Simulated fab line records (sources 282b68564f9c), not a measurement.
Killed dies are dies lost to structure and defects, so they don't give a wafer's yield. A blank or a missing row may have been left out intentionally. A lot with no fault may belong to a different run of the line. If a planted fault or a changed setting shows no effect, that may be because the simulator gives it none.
Split-lot experiment | flow rit-cmos | 5 lots, 23 wafers read, on a route of 202 steps

ABOUT THE SPLIT
At RIT_SPACER_CVD_03 (deposits Si3N4 from SiH2Cl2/NH3, target thk 250 nm, time 3300 s), the setting time-s was moved away from the recipe's 3300 s on 15 of the 23 wafers read, by -8.9% to +10.1%. This setting was run at the recipe's value on the other wafers.

BETWEEN THE SPLIT AND THE READING: the file shows 1 step in between
- RIT_SPACER_THK_MEAS_04

THE READING
oes-product-au, in a.u., at RIT_SPACER_ETCHBACK_05 (etches Si3N4 in SF6/CHF3, stops on SiO2, target depth 250 nm, time 240 s). On this fab line, fault-free wafers typically give 0.837 a.u. with a standard deviation of 0.015 a.u.

wafer  | tool, chamber at the split | time-s as run, s | against the recipe | oes-product-au, a.u. | against lot-mates on the recipe
L074.1 | -, -                       | 3300             | recipe             | 0.841                | -
L074.2 | -, -                       | 3300             | recipe             | 0.823                | -
L074.3 | -, -                       | 3300             | recipe             | 0.840                | -
L074.4 | -, -                       | 3300             | recipe             | 0.819                | -
L074.6 | -, -                       | 3300             | recipe             | 0.827                | -
L075.2 | -, -                       | 3634             | +10.1%             | 0.918                | no lot-mate on the recipe
L075.3 | -, -                       | 3634             | +10.1%             | 0.901                | no lot-mate on the recipe
L075.4 | -, -                       | 3634             | +10.1%             | 0.890                | no lot-mate on the recipe
L075.5 | -, -                       | 3634             | +10.1%             | 0.887                | no lot-mate on the recipe
L075.6 | -, -                       | 3634             | +10.1%             | 0.887                | no lot-mate on the recipe
L080.1 | lpcvd-01, 1                | 3300             | recipe             | 0.832                | -
L080.2 | lpcvd-01, 1                | 3300             | recipe             | 0.845                | -
L080.5 | lpcvd-01, 1                | 3300             | recipe             | 0.814                | -
L081.1 | -, -                       | 3005             | -8.9%              | 0.757                | no lot-mate on the recipe
L081.2 | -, -                       | 3005             | -8.9%              | 0.785                | no lot-mate on the recipe
L081.3 | -, -                       | 3005             | -8.9%              | 0.748                | no lot-mate on the recipe
L081.4 | -, -                       | 3005             | -8.9%              | 0.770                | no lot-mate on the recipe
L081.6 | -, -                       | 3005             | -8.9%              | 0.779                | no lot-mate on the recipe
L082.2 | -, -                       | 3051             | -7.5%              | 0.793                | no lot-mate on the recipe
L082.3 | -, -                       | 3051             | -7.5%              | 0.790                | no lot-mate on the recipe
L082.4 | -, -                       | 3051             | -7.5%              | 0.768                | no lot-mate on the recipe
L082.5 | -, -                       | 3051             | -7.5%              | 0.780                | no lot-mate on the recipe
L082.6 | -, -                       | 3051             | -7.5%              | 0.784                | no lot-mate on the recipe

THE FIT
A straight line over all 23 wafers: oes-product-au changes by +0.00662 a.u. for each +1% of time-s; r = +0.97; the points scatter about the line by 0.012 a.u.
Too few moved wafers with a lot-mate on the recipe to fit a line net of each lot's own level.

THE WHOLE CHAIN: every reading that the file lists as answering this split, in the file's order
step                   | what it does                                                             | reading                                                                        | change (the file's fit)                   | r (the file's)
RIT_SPACER_CVD_03      | deposits Si3N4 from SiH2Cl2/NH3, target thk 250 nm, time 3300 s          | Si3N4_of_SPACER_CVD_03.thk-nm (the simulator's own value, which no gauge read) | +2.77 nm for each +1% of the setting      | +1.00
RIT_SPACER_THK_MEAS_04 |                                                                          | SPACER_NITRIDE_THK                                                             | +2.76 for each +1% of the setting         | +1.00
RIT_SPACER_ETCHBACK_05 | etches Si3N4 in SF6/CHF3, stops on SiO2, target depth 250 nm, time 240 s | oes-product-au                                                                 | +0.00662 a.u. for each +1% of the setting | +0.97
RIT_SPACER_ETCHBACK_05 | etches Si3N4 in SF6/CHF3, stops on SiO2, target depth 250 nm, time 240 s | etch.depth-nm (the simulator's own value, which no gauge read)                 | +2.77 nm for each +1% of the setting      | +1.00
RIT_SPACER_ETCHBACK_05 | etches Si3N4 in SF6/CHF3, stops on SiO2, target depth 250 nm, time 240 s | Si3N4_of_SPACER_CVD_03.thk-nm (the simulator's own value, which no gauge read) | +2.17 nm for each +1% of the setting      | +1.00

FILE'S OWN FIT
oes-product-au changes by +0.00662 a.u. for each +1% of time-s, r = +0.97.
